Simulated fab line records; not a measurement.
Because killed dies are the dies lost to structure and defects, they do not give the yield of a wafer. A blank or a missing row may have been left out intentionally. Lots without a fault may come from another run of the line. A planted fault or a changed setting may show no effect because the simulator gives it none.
8D (eight disciplines) problem report, filled in by code | flow berkeley_cmos170 | the parts of the form that need people (team, actions taken, sign-off) are left out

== 1. THE PROBLEM ==
At UCB170_M1_SPUTTER_00, chamber_pressure_pa averages 0.5510 Pa over 6 wafers from 2 lots, while fault-free wafers read 0.5002 Pa, standard deviation 0.0011. Relative to the usual mean, that is a shift of +46 standard deviations.
The step: material Al, target thk 600 nm, time 80 s.
First observed at day 12 12:38: wafer L697.1, on pvd_sputter-01. At this step, 42 wafers from 14 lots have a number in the record. Rule for "out" (also "out of limits"): further than 4 standard deviations from the usual mean. The rest of the wafers with a number are treated as sound.

== 2. WHAT IT IS; WHAT IT IS NOT ==
question                    | is                     | is not
which readings at this step | chamber_pressure_pa    | -
which lots                  | L696, L697             | L679, L680, L681, L682, L684, L687, L691, L695, L698, L699, L700, L701
which wafers of those lots  | all that have a number | -
read on which tools         | pvd_sputter-01         | pvd_sputter-02, pvd_sputter-03
when                        | from day 12 12:38      | up to then (21 sound wafers); but 15 sound wafers of L695, L698, L699, L700, L701 came after

== 3. WHAT RULES OUT EACH SUSPECT ==
Counting: a tool stays on the suspect list if, at a process step up to the reading, it processed all lots that are out and no sound lot following the first of them.
- pvd_sputter-01 at UCB170_M1_SPUTTER_00 (material Al, target thk 600 nm, time 80 s): kept. All lots that are out passed through it, beginning with L697 at day 12 12:38, and no sound lot followed; its final sound lot before that point was L684 at day 10 04:02. On those wafers its own readings are out: chamber_pressure_pa.
After counting, what remains is pvd_sputter-01 at UCB170_M1_SPUTTER_00.

== 4. THE CAUSE (what the simulator had put in) ==
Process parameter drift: pvd_sputter-01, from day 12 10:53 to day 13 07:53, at UCB170_M1_SPUTTER_00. A move of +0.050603 in setting chamber_pressure_pa, from 0.5. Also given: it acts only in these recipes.
The count eliminated every tool but this one.

== 5. THE CHAIN OF EFFECTS, in route order ==
Each row: a reading whose mean over the struck wafers that have a number lies more than 3 standard deviations from the usual. Scope: only readings with a usual standard deviation given in the record; hours: median across lots of the time from each lot's start at the first step in this table that gives one to its start at this step; sigmas: change in usual standard deviations.
hours | step                 | reading             | usual         | on struck wafers | change  | sigmas
0     | UCB170_M1_SPUTTER_00 | chamber_pressure_pa | 0.5002 Pa     | 0.5510           | +0.0508 | +46
0     | UCB170_M1_RS_MEAS_01 | M1_AL_RS            | 0.0483 ohm/sq | 0.0500           | +0.0017 | +3.0
Process steps it contains:
- UCB170_M1_SPUTTER_00: material Al, target thk 600 nm, time 80 s.
Later measuring or inspecting steps at which every struck wafer that the step has a row for has a number for every such reading, and none has moved that far: UCB170_M1_THK_MEAS_02.

== 6. HOW IT WOULD HAVE BEEN CAUGHT EARLIER ==
In this record no reading fell out of limits until day 12 12:38, 2 hours after the fault had begun at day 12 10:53.
